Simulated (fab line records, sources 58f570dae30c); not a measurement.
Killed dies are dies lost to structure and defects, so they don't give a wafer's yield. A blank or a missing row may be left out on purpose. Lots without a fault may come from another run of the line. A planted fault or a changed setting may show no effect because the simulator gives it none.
Which tool did it? | flow berkeley_cmos170 | 13 lots, 37 wafers sampled, at 3 steps of a route of 331

WHAT THE GAUGES READ, wafer by wafer
UCB170_CONTACT_OVL_MEAS_16. Usual: CONTACT_OVL 0 nm, standard deviation 4.8.
lot  | measured     | on         | CONTACT_OVL (nm) | flag
L666 | day 7 17:59  | overlay-01 | 2 -3 -3          |
L667 | day 7 18:07  | overlay-02 | -2 -4 -4         |
L668 | day 8 03:02  | overlay-02 | 2 -3 -5          |
L674 | day 8 18:58  | overlay-01 | 3 2 -4           |
L675 | day 8 19:25  | overlay-02 | 5 -4 -6          |
L673 | day 8 22:35  | overlay-01 | 1 5 6            |
L677 | day 9 07:26  | overlay-01 | -5 1 -2          |
L679 | day 10 11:22 | overlay-02 | -9 -3 3          |
L682 | day 10 12:09 | overlay-02 | 3                |
L687 | day 11 05:52 | overlay-02 | 1 6 5            |
L684 | day 11 07:35 | overlay-01 | -6 9 8           |
L688 | day 11 14:22 | overlay-01 | -2 -8 -5         |
L689 | day 11 21:27 | overlay-02 | 6 -2 0           |

UCB170_V1_THK_MEAS_04. Usual: V1_POLISHED_THK 999.7 nm, standard deviation 1.5.
lot  | measured     | on            | V1_POLISHED_THK (nm) | flag
L666 | day 8 01:35  | film_metro-03 | 1000.8 1000.0 999.4  |
L667 | day 8 01:16  | film_metro-01 | 999.6 1000.2 998.8   |
L668 | day 8 11:55  | film_metro-04 | 996.7 1000.3 997.0   |
L674 | day 9 05:03  | film_metro-01 | 1000.3 998.2 999.8   |
L675 | day 9 04:46  | film_metro-03 | 1000.6 1001.0 1001.7 |
L673 | day 9 05:04  | film_metro-04 | 999.6 998.6 1000.3   |
L677 | day 9 16:41  | film_metro-04 | 1000.3 1002.3 997.9  |
L679 | day 10 18:55 | film_metro-03 | 999.1 999.8 1000.1   |
L682 | day 10 19:15 | film_metro-04 | 1001.5               |
L687 | day 11 14:34 | film_metro-01 | 1001.2 1000.1 998.8  |
L684 | day 11 14:35 | film_metro-03 | 999.0 997.8 998.7    |
L688 | day 11 21:28 | film_metro-03 | 1001.1 1001.0 999.4  |
L689 | day 12 04:32 | film_metro-01 | 998.6 999.6 1000.7   |

UCB170_V2_CD_MEAS_12: target cd 700 nm. Usual: cd_nm 700.1 nm, standard deviation 1.5.
lot  | measured     | on        | cd_nm (nm)        | flag
L666 | day 8 11:14  | cd_sem-01 | 702.0 699.8 699.0 |
L667 | day 8 10:13  | cd_sem-02 | 699.3 698.2 698.4 |
L668 | day 8 19:27  | cd_sem-02 | 698.2 699.2 698.7 |
L674 | day 9 13:50  | cd_sem-01 | 698.5 699.3 700.2 |
L675 | day 9 12:41  | cd_sem-02 | 699.5 701.2 700.8 |
L673 | day 9 14:29  | cd_sem-02 | 699.5 699.2 699.9 |
L677 | day 9 23:35  | cd_sem-01 | 697.7 697.1 697.9 |
L679 | day 11 03:07 | cd_sem-01 | 700.9 700.2 700.4 |
L682 | day 11 03:28 | cd_sem-01 | 699.0             |
L687 | day 11 21:44 | cd_sem-02 | 701.9 700.9 703.5 |
L684 | day 11 22:19 | cd_sem-01 | 700.8 701.5 700.8 |
L688 | day 12 04:23 | cd_sem-02 | 700.0 700.3 698.3 |
L689 | day 12 11:37 | cd_sem-02 | 697.6 698.9 699.5 |

WHICH TOOL RAN EACH LOT (tool, then ch and the chambers of the sampled wafers, then the start)
The record holds no process step before these readings.

WHAT THE TOOLS THEMSELVES READ (means of the sampled wafers that have a number; where no wafer has one, the mark that the record gives instead)
The record holds no such reading with a usual standard deviation.

THE ANSWER, worked out from the rows above alone
Rule: a lot is off if the mean of its wafers that have a number lies more than 3 standard deviations from the usual mean. A lot without any number at a reading at which 4 lots or more have one is off too. The other lots that the step has rows for count as sound. The gauges are gone through in route order, then the tools' own readings, and for those a lot's mean is taken as printed above. The first step at which some lot is off is used, and at that step the reading that is off furthest; a lot without a number counts as furthest.
No lot is off at any reading shown: from this, nothing can be told.

WHAT THE SIMULATOR HAD PUT IN
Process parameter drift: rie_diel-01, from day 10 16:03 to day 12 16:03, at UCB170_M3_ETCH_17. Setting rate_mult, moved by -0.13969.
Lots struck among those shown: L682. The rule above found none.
